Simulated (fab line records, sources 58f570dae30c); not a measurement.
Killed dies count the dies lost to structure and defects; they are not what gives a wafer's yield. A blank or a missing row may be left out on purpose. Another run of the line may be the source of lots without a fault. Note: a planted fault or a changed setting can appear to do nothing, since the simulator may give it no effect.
Matching of chambers ; flow berkeley_cmos170 ; rie_diel-02 running UCB170_V2_ETCH_14: 4 sister chambers
The step etches SiO2 in CHF3/CF4/Ar, stops on Al, target depth 1250 nm, time 291 s. 7 wafers are shown with their chamber, then 7 later ones without.

## EACH WAFER AND ITS CHAMBER
wafer;chamber;throttle_valve_pct (%);drypump_motor_current_A (A)
L700.3;0;7.14;5.5
L700.5;2;6.89;5.0
L704.1;1;7.03;5.6
L704.3;3;6.74;5.7
L704.5;2;6.89;5.1
L710.1;0;7.12;5.5
L710.2;1;7.05;5.6

## WAFERS MISSING THEIR CHAMBER
wafer;throttle_valve_pct (%);drypump_motor_current_A (A)
L710.3;6.88;5.0
L714.3;6.89;5.1
L714.4;7.12;5.5
L714.6;7.03;5.6
L716.1;7.02;5.6
L716.2;6.74;5.8
L716.3;7.11;5.5

## THE CHAMBER EACH PASSED THROUGH
wafer;from the rows above;in truth
L710.3;2;2
L714.3;2;2
L714.4;0;0
L714.6;1;1
L716.1;1;1
L716.2;3;3
L716.3;0;0
7 of 7 placed correctly. Can't be placed from these rows: 0. Placed wrongly: 0.
How it was worked out, from the rows above alone: a wafer's distance from a chamber is the root of the sum, over the readings, of the square of ((its reading less the chamber's mean) divided by the reading's scatter). The wafer belongs to the nearest chamber; if the next one is less than 2 further off, it can't be placed. The mean given for a chamber averages the wafers shown for that chamber. The scatter: take each reading less its chamber's mean, square it, sum over the shown wafers, divide by the number of wafers less the number of chambers, and take the root.
